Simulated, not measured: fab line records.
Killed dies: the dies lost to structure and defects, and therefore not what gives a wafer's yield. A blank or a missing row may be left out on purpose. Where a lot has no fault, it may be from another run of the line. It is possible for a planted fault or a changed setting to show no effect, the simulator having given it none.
Commonality check across tools -- flow rit_cmos -- 14 lots and 42 wafers in the sample

== WHAT PROMPTED THE OPENING ==
At RIT_M1_RS_MEAS_01 the reading M1_AL_RS is flagged on 2 of 14 lots. No-fault wafers: 0.0750 ohm/sq, standard deviation 0.0011.
Rule: a lot gets a flag if all its wafers with a number sit over 4 standard deviations from that mean, or if no wafer of it has a number. All remaining lots are regarded as sound.

lot,measured,on,"M1_AL_RS (ohm/sq), wafer by wafer",flag
L552,day 3 07:18,film_metro-03,0.0763 0.0750 0.0747,
L555,day 4 00:59,film_metro-02,0.0754 0.0768 0.0767,
L556,day 4 03:23,film_metro-01,0.0762 0.0744 0.0761,
L558,day 4 13:12,film_metro-03,0.0732 0.0745 0.0743,
L560,day 4 23:00,film_metro-03,0.0674 0.0661 0.0664,FLAGGED
L562,day 5 08:11,film_metro-01,0.0661 0.0678 0.0670,FLAGGED
L563,day 5 17:11,film_metro-01,0.0749 0.0747 0.0746,
L565,day 6 04:11,film_metro-02,0.0737 0.0751 0.0760,
L566,day 6 07:14,film_metro-01,0.0753 0.0752 0.0741,
L567,day 6 10:33,film_metro-03,0.0753 0.0743 0.0743,
L568,day 6 14:23,film_metro-02,0.0743 0.0755 0.0756,
L571,day 7 06:33,film_metro-02,0.0739 0.0738 0.0741,
L573,day 7 19:33,film_metro-01,0.0747 0.0747 0.0766,
L575,day 8 06:17,film_metro-02,0.0738 0.0740 0.0727,
The mean of the flagged lots' numbers is 0.0668 ohm/sq, -0.0082 ohm/sq from the usual (-7 standard deviations).

== EACH LOT AND THE TOOL IT RAN ON ==
The record keeps 1 process step preceding the reading, out of 202 steps on the route. In each cell: the tool, then ch and the chambers that the sampled wafers went through, then the start.
lot,flag,RIT_M1_SPUTTER_00
L552,,"pvd_sputter-01, day 3 06:59"
L555,,"pvd_sputter-04, day 4 00:42"
L556,,"pvd_sputter-01, day 4 03:06"
L558,,"pvd_sputter-01, day 4 12:53"
L560,FLAGGED,"pvd_sputter-01, day 4 22:40"
L562,FLAGGED,"pvd_sputter-01, day 5 07:50"
L563,,"pvd_sputter-02, day 5 16:53"
L565,,"pvd_sputter-02, day 6 03:53"
L566,,"pvd_sputter-04, day 6 06:53"
L567,,"pvd_sputter-02, day 6 10:14"
L568,,"pvd_sputter-02, day 6 14:03"
L571,,"pvd_sputter-04, day 7 06:15"
L573,,"pvd_sputter-04, day 7 19:16"
L575,,"pvd_sputter-04, day 8 05:59"
These steps, and what they do:
- RIT_M1_SPUTTER_00: material Al, target thk 400 nm, time 487 s.
- RIT_M1_RS_MEAS_01: measures by four-point-probe.

== FLAGGED OVER TOTAL, TOOL BY TOOL (the gauges that took the reading come last) ==
step,tool,lots run,flagged,share of the flagged lots,sound lots run after its first flagged lot
RIT_M1_SPUTTER_00,pvd_sputter-01,5,2,all,0
RIT_M1_SPUTTER_00,pvd_sputter-02,4,0,none,-
RIT_M1_SPUTTER_00,pvd_sputter-04,5,0,none,-
RIT_M1_RS_MEAS_01,film_metro-01,5,1,some,"3 (L563,L566,L573)"
RIT_M1_RS_MEAS_01,film_metro-02,5,0,none,-
RIT_M1_RS_MEAS_01,film_metro-03,4,1,some,1 (L567)

== THE TABLE: WHAT IT ALLOWS ==
All flagged lots share 1 row of the table, namely pvd_sputter-01 at RIT_M1_SPUTTER_00.
- pvd_sputter-01 at RIT_M1_SPUTTER_00 ran 5 lots, 2 of them flagged. Last sound lot L558 at day 4 12:53, first flagged lot L560 at day 4 22:40; a fault beginning in between fits.
pvd_sputter-01 at RIT_M1_SPUTTER_00 is the single tool remaining.

== WHAT WAS PUT IN BY THE SIMULATOR ==
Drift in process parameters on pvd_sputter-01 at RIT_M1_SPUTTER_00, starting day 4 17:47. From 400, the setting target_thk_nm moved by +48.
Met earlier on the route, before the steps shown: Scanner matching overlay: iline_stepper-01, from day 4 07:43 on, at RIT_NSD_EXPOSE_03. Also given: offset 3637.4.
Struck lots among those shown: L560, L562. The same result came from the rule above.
